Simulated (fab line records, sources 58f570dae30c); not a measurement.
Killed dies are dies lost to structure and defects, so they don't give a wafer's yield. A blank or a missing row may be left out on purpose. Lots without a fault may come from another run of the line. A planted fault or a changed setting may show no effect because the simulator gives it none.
Split-lot experiment | flow berkeley_cmos170 | 5 lots, 23 wafers read, on a route of 331 steps

THE SPLIT
At UCB170_ZERO_COAT_01 (resist thk 900 nm), the setting spin_rpm was moved away from the recipe's 1500 rpm on 6 of the 23 wafers read, by -2.3% to +6.5%. The other wafers ran this setting at the recipe's value.

The reading is taken at the split's own step.

THE READING
KrF_of_ZERO_COAT_01.thk_nm (the simulator's own value, which no gauge read), in nm, at UCB170_ZERO_COAT_01 (resist thk 900 nm). The file gives no usual value for it. The 17 wafers here that ran the recipe average 900.3 nm, standard deviation 1.3 nm.

wafer  | tool, chamber at the split | spin_rpm as run, rpm | against the recipe | KrF_of_ZERO_COAT_01.thk_nm, nm | against lot-mates on the recipe
L075.1 | litho_track-03, 0          | 1465                 | -2.3%              | 910                            | +10.6
L075.2 | litho_track-03, 0          | 1500                 | recipe             | 899.6                          | -
L075.6 | litho_track-03, 0          | 1500                 | recipe             | 899.6                          | -
L075.3 | litho_track-03, 0          | 1465                 | -2.3%              | 906.6                          | +7.2
L075.4 | litho_track-03, 0          | 1500                 | recipe             | 899                            | -
L076.1 | litho_track-03, 0          | 1500                 | recipe             | 899.3                          | -
L076.3 | litho_track-03, 0          | 1500                 | recipe             | 900.8                          | -
L076.4 | litho_track-03, 0          | 1500                 | recipe             | 901.6                          | -
L082.1 | litho_track-01, 0          | 1500                 | recipe             | 901                            | -
L082.3 | litho_track-01, 0          | 1500                 | recipe             | 901.6                          | -
L082.4 | litho_track-01, 0          | 1500                 | recipe             | 902.5                          | -
L082.5 | litho_track-01, 0          | 1500                 | recipe             | 899.7                          | -
L082.6 | litho_track-01, 0          | 1500                 | recipe             | 900.8                          | -
L083.1 | litho_track-04, 0          | 1500                 | recipe             | 900.9                          | -
L083.2 | litho_track-04, 0          | 1532                 | +2.1%              | 891.5                          | -9.6
L083.3 | litho_track-04, 0          | 1532                 | +2.1%              | 892.6                          | -8.5
L083.5 | litho_track-04, 0          | 1500                 | recipe             | 899.3                          | -
L083.6 | litho_track-04, 0          | 1500                 | recipe             | 903                            | -
L085.1 | litho_track-04, 0          | 1500                 | recipe             | 897.8                          | -
L085.2 | litho_track-04, 0          | 1500                 | recipe             | 899.1                          | -
L085.3 | litho_track-04, 0          | 1500                 | recipe             | 900.1                          | -
L085.4 | litho_track-04, 0          | 1597                 | +6.5%              | 873.1                          | -25.9
L085.5 | litho_track-04, 0          | 1597                 | +6.5%              | 871.9                          | -27.1

THE FIT
A straight line over all 23 wafers: KrF_of_ZERO_COAT_01.thk_nm changes by -4.15 nm for each +1% of spin_rpm; r = -0.99; the points scatter about the line by 1.5 nm.
The same after taking each lot's own level away (the mean of its wafers on the recipe; 23 wafers): -4.07 nm for each +1%; r = -0.99; scatter 1.1 nm.
On that fit, the largest move of spin_rpm shifts the reading by 26 nm.
The lots' own levels span 899.00 to 901.12 nm, that is 1.6 times the standard deviation above.
So the lot-to-lot level changes the slope little: the two slopes agree.
Check: with one of the wafers moved furthest among these (+6.5%) left out of the fit, the line predicts -26.7 nm for it against its lot-mates. It came out at -25.9 nm against them.

THE WHOLE CHAIN: every reading that the file lists as answering this split, in the file's order
step                 | what it does      | reading                                                                     | change (the file's fit)              | r (the file's)
UCB170_ZERO_COAT_01  | resist thk 900 nm | KrF_of_ZERO_COAT_01.thk_nm (the simulator's own value, which no gauge read) | -4.08 nm for each +1% of the setting | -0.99
UCB170_ZERO_STRIP_07 | strips in O2      | strip_time_to_endpoint_s                                                    | withheld for each +1% of the setting | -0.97

THE FILE'S OWN FIT
KrF_of_ZERO_COAT_01.thk_nm changes by -4.08 nm for each +1% of spin_rpm, r = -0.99.
